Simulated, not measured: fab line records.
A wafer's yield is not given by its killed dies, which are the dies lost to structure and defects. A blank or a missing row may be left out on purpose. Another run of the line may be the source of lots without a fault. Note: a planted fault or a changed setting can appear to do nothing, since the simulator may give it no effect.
fab line records	flow berkeleyCmos170
record: lots: 5	wafers: 23
route steps=331 shown M1@250 V1@254 M2@284 V2@306
startH: the number of hours between the record's first day and the start of the first shown wafer of the lot	waitH: hours since the lot's step before	" same as the row above	L1.1+2: a row that stands for several wafers	- no value, or no start given	* or withheld: withheld	< > ~ a bound
route shown NAME@n: a module of which the file shows steps, and the number in the route of the first	usual: average and standard deviation across the fault-free wafers	same: alike in all rows	chamber/n: place in a boat	sites: each site's reading	_std_site: the standard deviation of these	_edge_site: inner sites' mean taken away from outer sites' mean	radiusMm: how far each site lies from the wafer's centre	mask NAME#n: copy n	behind: the tool/chamber that last shaped the wafer	hold: why the lot went on hold/how many hours it stayed there/how the hold came to an end	device: names the non-switching transistor (n, p or np)	end of line: tests of these same wafers at the route's end	a step without rows: its recipe alone	killed: dies lost to structure and defects at the first sort, not the wafer's yield	map: a wafer's dies, x killed, . not, _ none there
set.NAME: the setting as run; set.NAME@STEP: as run at that earlier step	model.NAME: the simulator's own value behind a step, which no gauge read
one table per step and one row per wafer, for lots whose settings were changed on purpose
== steps ==
step: UCB170_M1_METAL_ETCH_12
recipe: chemistry: Cl2/BCl3	target: Al	stopOn: PSG	pressureMtorr: 12	targetDepthA: 7800	overEtchFrac: 0.3	timeS: 130	icpW: 600	biasW: 120	Cl2_flow_sccm: 90	bcl3FlowSccm: 45
usual: oesProductAu: 0.862/0.013
lot.wafer	tool	chamber	startH	waitH	set.timeS	set.timeS@M1_SPUTTER_00	oesProductAu	model.KrF_of_M1_COAT_04.thkNm
L075.1	rieMetal-02	1	178.16	-	130	80	0.857	422.6
L075.4	"	0	"	"	130	80	0.880	432
L075.5	"	1	"	"	130	80	0.856	427.9
L074.1	rieMetal-02	1	180.76	-	130	80	0.851	420.9
L074.2	"	0	"	"	123.7	80	0.905	455.1
L074.3	"	0	"	"	130	70.44	0.816	-
L074.4	"	1	"	"	130	70.44	0.802	-
L074.6	"	1	"	"	123.7	70.44	0.815	-
L077.1	rieMetal-03	0	189.70	-	147.4	85.81	0.896	-
L077.2	"	1	"	"	147.4	80	0.835	384.6
L077.4	"	0	"	"	130	80	0.860	436.9
L077.5	"	0	"	"	147.4	85.81	0.888	-
L077.6	"	1	"	"	130	85.81	0.882	-
L080.1	rieMetal-01	0	215.90	-	130	80	0.863	418.2
L080.2	"	1	"	"	143.1	80	0.836	386
L080.3	"	0	"	"	143.1	80	0.849	369.5
L080.4	"	1	"	"	130	80	0.849	438.2
L080.5	"	0	"	"	143.1	80	0.846	371.5
L083.1	rieMetal-01	0	231.73	-	130	80	0.866	417.1
L083.2	"	1	"	"	130	80	0.852	433.9
L083.4	"	1	"	"	130	91.22	0.899	-
L083.5	"	0	"	"	130	91.22	0.930	-
L083.6	"	1	"	"	130	91.22	0.915	-
step: UCB170_V1_CVD_00
recipe: material: SiO2	targetThkNm: 2000	tempC: 390	precursor: TEOS/O2	timeS: 250	rfW: 550	pressureMtorr: 9000
lot.wafer	tool	chamber	startH	waitH	set.timeS	model.SiO2_of_V1_CVD_00.thkNm
L075.1	pecvd-01	0	179.84	0.0	250	2010
L075.4	"	0	"	"	250	2036
L075.5	"	2	"	"	250	1990
L074.1	pecvd-02	2	183.54	0.0	250	2002
L074.2	"	1	"	"	233.3	1846
L074.3	"	0	"	"	250	2000
L074.4	"	0	"	"	233.3	1917
L074.6	"	2	"	"	250	2043
L077.1	pecvd-01	2	191.38	0.0	234.1	1871
L077.2	"	1	"	"	250	1997
L077.4	"	0	"	"	234.1	1890
L077.5	"	1	"	"	234.1	1885
L077.6	"	2	"	"	250	2025
L080.1	pecvd-04	2	217.59	0.0	218.2	1735
L080.2	"	1	"	"	250	1967
L080.3	"	0	"	"	218.2	1715
L080.4	"	1	"	"	250	1997
L080.5	"	0	"	"	250	2004
L083.1	pecvd-04	2	234.02	0.0	250	1991
L083.2+4	"	2	"	"	276.9	2246
L083.5	"	2	"	"	276.9	2233
L083.6	"	2	"	"	250	2000
step: UCB170_V1_THK_MEAS_01
recipe: reads: SiO2_of_V1_CVD_00
usual: V1_TEOS_THK: 2008/23
lot.wafer	tool	chamber	startH	waitH	set.timeS@V1_CVD_00	V1_TEOS_THK[nm]
L075.1	filmMetro-01	-	180.00	0.1	250	2009
L075.4	"	-	"	"	250	2037
L075.5	"	-	"	"	250	1989
L074.1	filmMetro-03	-	183.70	0.1	250	2002
L074.2	"	-	"	"	233.3	1846
L074.3	"	-	"	"	250	2001
L074.4	"	-	"	"	233.3	1919
L074.6	"	-	"	"	250	2042
L077.1	filmMetro-01	-	191.54	0.1	234.1	1871
L077.2	"	-	"	"	250	1997
L077.4	"	-	"	"	234.1	1892
L077.5	"	-	"	"	234.1	1885
L077.6	"	-	"	"	250	2024
L080.1	filmMetro-01	-	217.74	0.1	218.2	1735
L080.2	"	-	"	"	250	1968
L080.3	"	-	"	"	218.2	1714
L080.4	"	-	"	"	250	1995
L080.5	"	-	"	"	250	2005
L083.1	filmMetro-03	-	234.49	0.4	250	1992
L083.2	"	-	"	"	276.9	2247
L083.4	"	-	"	"	276.9	2243
L083.5	"	-	"	"	276.9	2235
L083.6	"	-	"	"	250	2000
step: UCB170_M2_PEB_13
recipe: pebTempC: 130	pebTimeS: withheld	resist: KrF
lot.wafer	tool	chamber	startH	waitH	set.pebTempC
L075.1+4+5	lithoTrack-03	0	183.86	0.1	130
L074.1+2+3	lithoTrack-04	0	191.57	0.1	127.8
L074.4+6	"	0	"	"	130
L077.1+2+6	lithoTrack-04	0	195.64	0.1	130
L077.4+5	"	0	"	"	131.7
L080.1+2+4	lithoTrack-04	0	224.23	0.1	128.4
L080.3+5	"	0	"	"	130
L083.1+4	lithoTrack-04	0	239.08	0.3	130
L083.2+5+6	"	0	"	"	127.6
step: UCB170_M2_DEVELOP_14
recipe: developer: TMAH	developTimeS: 45	resist: KrF	devTempC: 21
step: UCB170_M2_CD_MEAS_15
recipe: targetCdNm: 700
usual: cdNm: 700.4/1.1
lot.wafer	tool	chamber	startH	waitH	set.pebTempC@M2_PEB_13	cdNm
L075.1	cdSem-01	-	184.13	-	130	701.3
L075.4	"	-	"	"	130	702.0
L075.5	"	-	"	"	130	701.4
L074.1	cdSem-02	-	191.85	-	127.8	716.3
L074.2	"	-	"	"	127.8	715.8
L074.3	"	-	"	"	127.8	716.3
L074.4	"	-	"	"	130	700.2
L074.6	"	-	"	"	130	701.9
L077.1	cdSem-01	-	195.91	-	130	700.2
L077.2	"	-	"	"	130	700.4
L077.4	"	-	"	"	131.7	689.1
L077.5	"	-	"	"	131.7	689.1
L077.6	"	-	"	"	130	700.8
L080.1	cdSem-01	-	224.50	-	128.4	710.9
L080.2	"	-	"	"	128.4	709.6
L080.3	"	-	"	"	130	699.7
L080.4	"	-	"	"	128.4	711.2
L080.5	"	-	"	"	130	699.5
L083.1	cdSem-02	-	239.36	-	130	698.4
L083.2	"	-	"	"	127.6	716.9
L083.4	"	-	"	"	130	700.2
L083.5	"	-	"	"	127.6	717.6
L083.6	"	-	"	"	127.6	717.2
step: UCB170_M2_ETCH_17
recipe: chemistry: N2/H2	targetDepthA: withheld	overetchA: withheld	target: BARC	timeS: withheld	sourceW: 500	biasW: 100	pressureMtorr: 30	n2FlowSccm: 100	h2FlowSccm: 200
lot.wafer	tool	chamber	startH	waitH	set.pebTempC@M2_PEB_13	model.M2.cdNm
L075.1	rieDiel-01	1	184.29	0.0	130	699.9
L075.4	"	2	"	"	130	701.8
L075.5	"	1	"	"	130	700
L074.1	rieDiel-01	3	192.00	0.0	127.8	716.7
L074.2	"	1	"	"	127.8	714.9
L074.3	"	2	"	"	127.8	716.2
L074.4	"	0	"	"	130	699.6
L074.6	"	1	"	"	130	701
L077.1+6	rieDiel-01	2,1	196.07	0.0	130	700.1
L077.2	"	1	"	"	130	699.1
L077.4	"	0	"	"	131.7	688.3
L077.5	"	2	"	"	131.7	689.2
L080.1	rieDiel-02	1	224.66	0.0	128.4	710.3
L080.2	"	2	"	"	128.4	708.9
L080.3	"	0	"	"	130	698.6
L080.4	"	3	"	"	128.4	710.7
L080.5	"	3	"	"	130	699.2
L083.1	rieDiel-01	2	239.52	0.0	130	698.8
L083.2	"	1	"	"	127.6	715.9
L083.4	"	0	"	"	130	699.8
L083.5+6	"	0,1	"	"	127.6	717.2
step: UCB170_M2_METAL_ETCH_18
recipe: chemistry: Cl2/BCl3	target: Al	stopOn: SiO2	pressureMtorr: 12	targetDepthA: 11700	overEtchFrac: 0.3	timeS: 195	icpW: 600	biasW: 120	Cl2_flow_sccm: 90	bcl3FlowSccm: 45
lot.wafer	tool	chamber	startH	waitH	set.overEtchFrac	set.pebTempC@M2_PEB_13	model.M2.cdNm
L075.1	rieMetal-03	1	184.33	-	0.3	130	703.3
L075.4	"	0	"	"	0.3	130	704.2
L075.5	"	0	"	"	0.3	130	704.5
L074.1	rieMetal-03	0	192.04	-	0.3	127.8	720.6
L074.2	"	1	"	"	0.3	127.8	717.4
L074.3	"	1	"	"	0.3	127.8	718.6
L074.4	"	0	"	"	0.3	130	701.8
L074.6	"	0	"	"	0.3	130	704.8
L077.1	rieMetal-01	0	196.11	-	0.3	130	700.7
L077.2	"	1	"	"	0.3	130	697.9
L077.4	"	0	"	"	0.3	131.7	688.6
L077.5	"	1	"	"	0.3	131.7	688.9
L077.6	"	0	"	"	0.3	130	701.1
L080.1	rieMetal-01	1	224.70	-	0.3	128.4	710.3
L080.2	"	0	"	"	0.3258	128.4	711.2
L080.3	"	1	"	"	0.3	130	696.6
L080.4	"	0	"	"	0.3	128.4	712.1
L080.5	"	1	"	"	0.3258	130	697.2
L083.1	rieMetal-01	0	239.56	-	0.3	130	700.2
L083.2	"	1	"	"	0.3	127.6	714.9
L083.4	"	1	"	"	0.3	130	701.3
L083.5	"	0	"	"	0.3811	127.6	718.8
L083.6	"	1	"	"	0.3811	127.6	714.8
step: UCB170_M2_STRIP_19
recipe: chemistry: O2	powerW: 400	pressureMtorr: 3500	platenTempC: withheld	o2FlowSccm: 400	overashFraction: 0.5
step: UCB170_M2_CD_MEAS_90
recipe: targetCdNm: 700
usual: cdNm: 701.9/2.8
lot.wafer	tool	chamber	startH	waitH	set.pebTempC@M2_PEB_13	cdNm
L075.1	cdSem-02	-	184.62	0.1	130	703.3
L075.4	"	-	"	"	130	704.0
L075.5	"	-	"	"	130	704.6
L074.1	cdSem-01	-	192.33	0.1	127.8	720.8
L074.2	"	-	"	"	127.8	717.3
L074.3	"	-	"	"	127.8	718.5
L074.4	"	-	"	"	130	701.3
L074.6	"	-	"	"	130	705.0
L077.1	cdSem-02	-	196.40	0.1	130	700.7
L077.2	"	-	"	"	130	697.7
L077.4	"	-	"	"	131.7	688.6
L077.5	"	-	"	"	131.7	688.8
L077.6	"	-	"	"	130	701.0
L080.1	cdSem-02	-	224.99	0.1	128.4	709.9
L080.2	"	-	"	"	128.4	711.1
L080.3	"	-	"	"	130	696.5
L080.4	"	-	"	"	128.4	711.8
L080.5	"	-	"	"	130	697.2
L083.1	cdSem-01	-	239.85	0.1	130	700.7
L083.2	"	-	"	"	127.6	714.9
L083.4	"	-	"	"	130	700.9
L083.5	"	-	"	"	127.6	718.7
L083.6	"	-	"	"	127.6	714.7
step: UCB170_V2_ETCH_14
recipe: chemistry: CHF3/CF4/Ar	target: SiO2	stopOn: Al	CHF3_flow_sccm: 45	cf4FlowSccm: 15	Ar_flow_sccm: 150	pressureMtorr: 200	rfW: 700	targetDepthA: 12500	overEtchFrac: 0.25	timeS: 291
lot.wafer	tool	chamber	startH	waitH	set.timeS	model.KrF_of_V2_COAT_07.thkNm
L075.1	rieDiel-02	0	189.44	0.0	291	601.5
L075.4	"	3	"	"	291	614
L075.5	"	0	"	"	291	603.6
L074.1	rieDiel-03	0	194.73	0.0	256.1	647.5
L074.2	"	3	"	"	291	610.1
L074.3	"	1	"	"	291	614.5
L074.4	"	2	"	"	256.1	641.6
L074.6	"	0	"	"	256.1	648.3
L077.1	rieDiel-04	1	198.54	0.0	291	614.8
L077.2	"	0	"	"	308.7	590.5
L077.4	"	2	"	"	291	607.8
L077.5	"	0	"	"	308.7	594.8
L077.6	"	1	"	"	291	612.8
L080.1	rieDiel-04	2	227.12	0.0	291	610
L080.2	"	3	"	"	291	610.1
L080.3	"	0	"	"	332.7	571
L080.4	"	1	"	"	332.7	577.7
L080.5	"	1	"	"	291	616.9
L083.1	rieDiel-04	3	243.21	0.0	291	613.6
L083.2	"	0	"	"	278.8	627.6
L083.4	"	2	"	"	278.8	625.5
L083.5	"	3	"	"	291	616
L083.6	"	2	"	"	278.8	625.7
step: UCB170_V2_STRIP_15
recipe: chemistry: O2	powerW: 400	pressureMtorr: 3500	platenTempC: withheld	o2FlowSccm: 400	overashFraction: 0.5
usual: stripTimeToEndpointS: 15.34/0.1
lot.wafer	tool	chamber	startH	waitH	set.timeS@V2_ETCH_14	stripTimeToEndpointS
L075.1	plasmaAsher-01	1	189.71	0.2	291	15.10
L075.4	"	0	"	"	291	15.40
L075.5	"	0	"	"	291	15.17
L074.1	plasmaAsher-02	1	194.90	0.1	256.1	16.14
L074.2	"	0	"	"	291	15.31
L074.3	"	0	"	"	291	15.42
L074.4	"	1	"	"	256.1	15.99
L074.6	"	0	"	"	256.1	16.14
L077.1	plasmaAsher-02	1	198.71	0.1	291	15.43
L077.2	"	0	"	"	308.7	14.86
L077.4	"	0	"	"	291	15.25
L077.5	"	1	"	"	308.7	14.95
L077.6	"	0	"	"	291	15.40
L080.1	plasmaAsher-01	1	227.30	0.1	291	15.30
L080.2	"	0	"	"	291	15.31
L080.3	"	0	"	"	332.7	14.36
L080.4	"	1	"	"	332.7	14.54
L080.5	"	0	"	"	291	15.48
L083.1	plasmaAsher-01	0	243.38	0.1	291	15.39
L083.2	"	1	"	"	278.8	15.74
L083.4	"	1	"	"	278.8	15.67
L083.5	"	1	"	"	291	15.45
L083.6	"	0	"	"	278.8	15.69
== key ==
split: step: UCB170_M1_METAL_ETCH_12	setting: timeS	stated: 130	by: wafer
response: step: UCB170_M1_METAL_ETCH_12	reading: model.KrF_of_M1_COAT_04.thkNm	change: -4.79	per: 1%	r: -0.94
split: step: UCB170_V1_CVD_00	setting: timeS	stated: 250	by: wafer
response: step: UCB170_V1_CVD_00	reading: model.SiO2_of_V1_CVD_00.thkNm	change: +21.3	per: 1%	r: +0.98
response: step: UCB170_V1_THK_MEAS_01	reading: V1_TEOS_THK	change: +21.3	per: 1%	r: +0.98
split: step: UCB170_M2_PEB_13	setting: pebTempC	stated: 130	by: wafer
response: step: UCB170_M2_CD_MEAS_15	reading: cdNm	change: -9.17	per: 1%	r: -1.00
response: step: UCB170_M2_ETCH_17	reading: model.M2.cdNm	change: -9.13	per: 1%	r: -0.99
response: step: UCB170_M2_METAL_ETCH_18	reading: model.M2.cdNm	change: -9.16	per: 1%	r: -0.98
response: step: UCB170_M2_CD_MEAS_90	reading: cdNm	change: -9.12	per: 1%	r: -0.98
split: step: UCB170_M2_METAL_ETCH_18	setting: overEtchFrac	stated: 0.3	by: wafer
response none clear
split: step: UCB170_V2_ETCH_14	setting: timeS	stated: 291	by: wafer
response: step: UCB170_V2_ETCH_14	reading: model.KrF_of_V2_COAT_07.thkNm	change: -2.75	per: 1%	r: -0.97
response: step: UCB170_V2_STRIP_15	reading: stripTimeToEndpointS	change: *	per: 1%	r: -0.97
split outsideThisFile step=UCB170_M1_SPUTTER_00 setting=timeS
split outsideThisFile: this setting was split too, and the file shows its column; the key of that split is in another file
